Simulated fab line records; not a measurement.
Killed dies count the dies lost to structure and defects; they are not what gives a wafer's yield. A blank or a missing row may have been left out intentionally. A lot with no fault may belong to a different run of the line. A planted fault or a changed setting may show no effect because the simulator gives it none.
Split-lot study + flow berkeley-cmos170 + 5 lots, 23 wafers read, on a route of 331 steps

ON THE SPLIT
At UCB170_FIELD_OXIDATION_01 (target thk 558.3 nm, ox time 7200 s), the setting temp-c was moved away from the recipe's 1000 C on 15 of the 23 wafers read, by -2.9% to +2.0%. The other wafers ran this setting at the recipe's value.

FROM THE SPLIT TO THE READING: what the file shows between them, 13 steps
- UCB170_FIELD_THK_MEAS_02
- UCB170_FIELD_ANNEAL_03: time 1200 s
- UCB170_FIELD_WET_ETCH_04: etches SiO2 in dHF, time 60 s
- UCB170_FIELD_WET_ETCH_05: etches Si3N4 in H3PO4, time 12600 s
- UCB170_FIELD_WET_ETCH_06: etches SiO2 in BOE, time 22 s
- UCB170_FIELD_THK_MEAS_90
- UCB170_NVT_IMPLANT_07 (also split here: energy-kev)
- UCB170_PVT_COAT_01: resist thk 900 nm (also split here: spin-rpm)
- UCB170_PVT_SOFTBAKE_02: time 60 s
- UCB170_PVT_EXPOSE_03: exposes mask NWELL, target cd 3000 nm
- UCB170_PVT_IMPLANT_07
- UCB170_PVT_STRIP_08: strips in O2
- UCB170_GATE_WET_ETCH_00: etches SiO2 in dHF, time 200 s

THE READING
FIELD_OXIDE_LEFT_2_THK, in nm, at UCB170_FIELD_THK_MEAS_91. Typical for fault-free wafers on this fab line: 362 nm, with standard deviation 11 nm.

| wafer  | tool, chamber at the split | temp-c as run, C | against the recipe | FIELD_OXIDE_LEFT_2_THK, nm | against lot-mates on the recipe |
|--------|----------------------------|------------------|--------------------|----------------------------|---------------------------------|
| L074.1 | -, -                       | 970.8            | -2.9%              | 237                        | no lot-mate on the recipe       |
| L074.2 | -, -                       | 970.8            | -2.9%              | 251                        | no lot-mate on the recipe       |
| L074.4 | -, -                       | 970.8            | -2.9%              | 253                        | no lot-mate on the recipe       |
| L074.5 | -, -                       | 970.8            | -2.9%              | 248                        | no lot-mate on the recipe       |
| L074.6 | -, -                       | 970.8            | -2.9%              | 255                        | no lot-mate on the recipe       |
| L079.2 | furnace-04, 0              | 1000             | recipe             | 362                        | -                               |
| L079.5 | furnace-04, 0              | 1000             | recipe             | 359                        | -                               |
| L079.6 | furnace-04, 0              | 1000             | recipe             | 363                        | -                               |
| L077.1 | -, -                       | 1000             | recipe             | 360                        | -                               |
| L077.2 | -, -                       | 1000             | recipe             | 358                        | -                               |
| L077.4 | -, -                       | 1000             | recipe             | 357                        | -                               |
| L077.5 | -, -                       | 1000             | recipe             | 355                        | -                               |
| L077.6 | -, -                       | 1000             | recipe             | 348                        | -                               |
| L083.1 | -, -                       | 1020             | +2.0%              | 425                        | no lot-mate on the recipe       |
| L083.2 | -, -                       | 1020             | +2.0%              | 434                        | no lot-mate on the recipe       |
| L083.3 | -, -                       | 1020             | +2.0%              | 428                        | no lot-mate on the recipe       |
| L083.4 | -, -                       | 1020             | +2.0%              | 434                        | no lot-mate on the recipe       |
| L083.5 | -, -                       | 1020             | +2.0%              | 432                        | no lot-mate on the recipe       |
| L082.2 | -, -                       | 984.9            | -1.5%              | 318                        | no lot-mate on the recipe       |
| L082.3 | -, -                       | 984.9            | -1.5%              | 309                        | no lot-mate on the recipe       |
| L082.4 | -, -                       | 984.9            | -1.5%              | 305                        | no lot-mate on the recipe       |
| L082.5 | -, -                       | 984.9            | -1.5%              | 307                        | no lot-mate on the recipe       |
| L082.6 | -, -                       | 984.9            | -1.5%              | 311                        | no lot-mate on the recipe       |

THE FIT
A straight line over all 23 wafers: FIELD_OXIDE_LEFT_2_THK changes by +36.4 nm for each +1% of temp-c; r = +1.00; the points scatter about the line by 6.1 nm.
Too few moved wafers have a lot-mate on the recipe to fit a line with each lot's own level taken away.

THE WHOLE CHAIN: every reading that the file lists as answering this split, in the file's order
| step                      | what it does                        | reading                                                                            | change (the file's fit)              | r (the file's) |
|---------------------------|-------------------------------------|------------------------------------------------------------------------------------|--------------------------------------|----------------|
| UCB170_FIELD_OXIDATION_01 | target thk 558.3 nm, ox time 7200 s | SiO2_of_FIELD_OXIDATION_01.thk-nm (the simulator's own value, which no gauge read) | +38.1 nm for each +1% of the setting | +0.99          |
| UCB170_FIELD_THK_MEAS_02  |                                     | FIELD_OXIDE_THK                                                                    | +38.1 for each +1% of the setting    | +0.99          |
| UCB170_FIELD_THK_MEAS_90  |                                     | FIELD_OXIDE_LEFT_1_THK                                                             | +37.6 for each +1% of the setting    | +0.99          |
| UCB170_FIELD_THK_MEAS_91  |                                     | FIELD_OXIDE_LEFT_2_THK                                                             | +36.4 for each +1% of the setting    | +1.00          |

FILE'S OWN FIT
FIELD_OXIDE_LEFT_2_THK changes by +36.4 nm for each +1% of temp-c, r = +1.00.
